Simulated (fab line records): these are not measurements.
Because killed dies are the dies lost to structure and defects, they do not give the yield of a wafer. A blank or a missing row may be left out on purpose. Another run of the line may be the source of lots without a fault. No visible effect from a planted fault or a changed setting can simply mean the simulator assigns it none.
Comparing a struck lot with a sound one :: flow berkeleyCmos170 :: 29 out of 331 route steps
Sound: the wafers L227.2, L227.3, L227.5. Wafers L241.2, L241.3, L241.4 were the ones struck. Last of all comes the cause.
Each step with rows lists, per side, the tool, then ch with its chambers, then its first start. Under that, the readings that differ: sound wafers :: struck wafers :: difference of the means :: sigmas: that difference in standard deviations of wafers without a fault.
alike: readings whose means differ by less than 2 such deviations, and words and numbers that are the same on both sides. not compared: withheld readings, readings that some wafer has no value for, bounds like >300 that may hide the same value, and numbers for which the record gives no deviation and whose values overlap.
The two part at a step that has a row with sigmas, a row that says differs or no value, or rows on one side only. When numbers do not overlap yet have no deviation, they are printed without sigmas and do not part them. Lack of a reading on every wafer of one side parts them only where that side has two or more wafers.

first, 6 steps without rows for these wafers: UCB170_M2_COAT_09; UCB170_M2_COAT_10 (resist thk 900 nm); UCB170_M2_SOFTBAKE_11 (time 60 s); UCB170_M2_EXPOSE_12 (exposes mask METAL2, target cd 700 nm); UCB170_M2_PEB_13; UCB170_M2_DEVELOP_14 (develop time 45 s).
UCB170_M2_CD_MEAS_15: the cd target is 700 nm.
  struck on cdSem-01, day 13 04:17; sound on cdSem-01, day 9 13:58
  alike: cdNm
UCB170_M2_OVL_MEAS_16:
  struck on overlay-02, day 13 04:24; sound on overlay-02, day 9 14:04
reading: M2_OVL (nm)
sound: -11 -8 -9
struck: 1 17 8
difference: +18
sigmas: +3
UCB170_M2_ETCH_17: etches BARC in N2/H2.
  sound on rieDiel-04 ch 0,2, day 9 14:06; struck on rieDiel-03 ch 0,2,3, day 13 04:26
  alike: chamberPressureMTorr, drypumpMotorCurrentA, oesProductAu, throttleValvePct
UCB170_M2_METAL_ETCH_18: etches Al in Cl2/BCl3, stops on SiO2, target depth 1170 nm, time 195 s.
  sound on rieMetal-04 ch 0,1, day 9 14:09; struck on rieMetal-01 ch 0,1, day 13 04:28
  alike: chamberPressureMTorr, drypumpMotorCurrentA, oesProductAu, throttleValvePct
  not compared: rfHoursCounterH
UCB170_M2_STRIP_19: strips in O2.
  sound on plasmaAsher-03 ch 1, day 9 14:20; struck on plasmaAsher-02 ch 0,1, day 13 04:40
reading: chamberPressureMTorr (mTorr)
sound: 3505 3502 3506
struck: 3498 3497 3498
difference: -7
sigmas: -2

reading: drypumpMotorCurrentA (A)
sound: 5.1 5.1 5.1
struck: 6.1 6.1 6.7
difference: +1.2
sigmas: +2

reading: oesProductAu (a.u.)
sound: 0.552 0.563 0.557
struck: 0.517 0.525 0.519
difference: -0.037
sigmas: -3
  alike: o2FlowSccm
  not compared: rfHoursCounterH
UCB170_M2_CD_MEAS_90: the cd target is 700 nm.
  struck on cdSem-01, day 13 04:47; sound on cdSem-02, day 9 14:27
  alike: cdNm
UCB170_V2_CVD_00: deposits SiO2 from TEOS/O2, target thk 2000 nm, time 250 s.
  sound on pecvd-03 ch 0,1,2, day 9 14:33; struck on pecvd-03 ch 0,1,2, day 13 04:53
  alike: heaterPowerW
UCB170_V2_THK_MEAS_01:
  struck on filmMetro-01, day 13 05:03; sound on filmMetro-02, day 9 14:43
reading: V2_TEOS_THK (nm)
sound: 1961 1973 1984
struck: 1659 1681 1676
difference: -301
sigmas: -12
UCB170_V2_CMP_02: polishes SiO2.
  sound on cmp-01 ch 0,3, day 9 14:46; struck on cmp-02 ch 0,2,3, day 13 05:09
  alike: motorCurrentA
UCB170_V2_BOW_MEAS_03:
  struck on filmMetro-03, day 13 05:25; sound on filmMetro-01, day 9 15:05
  alike: V2_BOW
UCB170_V2_THK_MEAS_04:
  struck on filmMetro-03, day 13 05:32; sound on filmMetro-01, day 9 15:12
reading: V2_POLISHED_THK (nm)
sound: 1001.2 1001.3 1000.8
struck: 688.8 689.4 690.5
difference: -311.5
sigmas: -99 or more
then, 7 steps without rows for these wafers: UCB170_V2_CLEAN_05 (cleans in DIW); UCB170_V2_HMDS_06 (prime time 60 s); UCB170_V2_COAT_07 (resist thk 900 nm); UCB170_V2_SOFTBAKE_08 (time 60 s); UCB170_V2_EXPOSE_09 (exposes mask VIA2, target cd 700 nm); UCB170_V2_PEB_10; UCB170_V2_DEVELOP_11 (develop time 45 s).
UCB170_V2_CD_MEAS_12: the cd target is 700 nm.
  struck on cdSem-01, day 13 07:22; sound on cdSem-01, day 9 16:17
  alike: cdNm
UCB170_V2_OVL_MEAS_13:
  struck on overlay-01, day 13 07:29; sound on overlay-01, day 9 16:23
  alike: V2_OVL
UCB170_V2_ETCH_14: etches SiO2 in CHF3/CF4/Ar, stops on Al, target depth 1250 nm, time 291 s.
  sound on rieDiel-02 ch 0,2,3, day 9 16:25; struck on rieDiel-03 ch 0,1,2, day 13 07:31
reading: oesProductAu (a.u.)
sound: 0.847 0.865 0.878
struck: 0.735 0.737 0.719
difference: -0.133
sigmas: -10
  alike: cf4FlowSccm, chamberPressureMTorr, drypumpMotorCurrentA, throttleValvePct
  not compared: rfHoursCounterH
UCB170_V2_STRIP_15: strips in O2.
  sound on plasmaAsher-03 ch 0, day 9 16:36; struck on plasmaAsher-03 ch 0,1, day 13 07:41
  alike: chamberPressureMTorr, drypumpMotorCurrentA, o2FlowSccm, oesProductAu, stripTimeToEndpointS
  not compared: rfHoursCounterH
UCB170_M3_PROBE_99:
  struck on prober-01, day 13 12:20; sound on prober-01, day 9 19:37
  no value came back on the struck wafers for model.etest.tester.sortNPass, model.etest.tester.sortYieldPct (%); on the sound wafers model.etest.tester.sortNPass reads 261 262 262

WHERE THEY PART
First at UCB170_M2_OVL_MEAS_16; last, within this record, at UCB170_M3_PROBE_99.

WHY: whatever the simulator had introduced
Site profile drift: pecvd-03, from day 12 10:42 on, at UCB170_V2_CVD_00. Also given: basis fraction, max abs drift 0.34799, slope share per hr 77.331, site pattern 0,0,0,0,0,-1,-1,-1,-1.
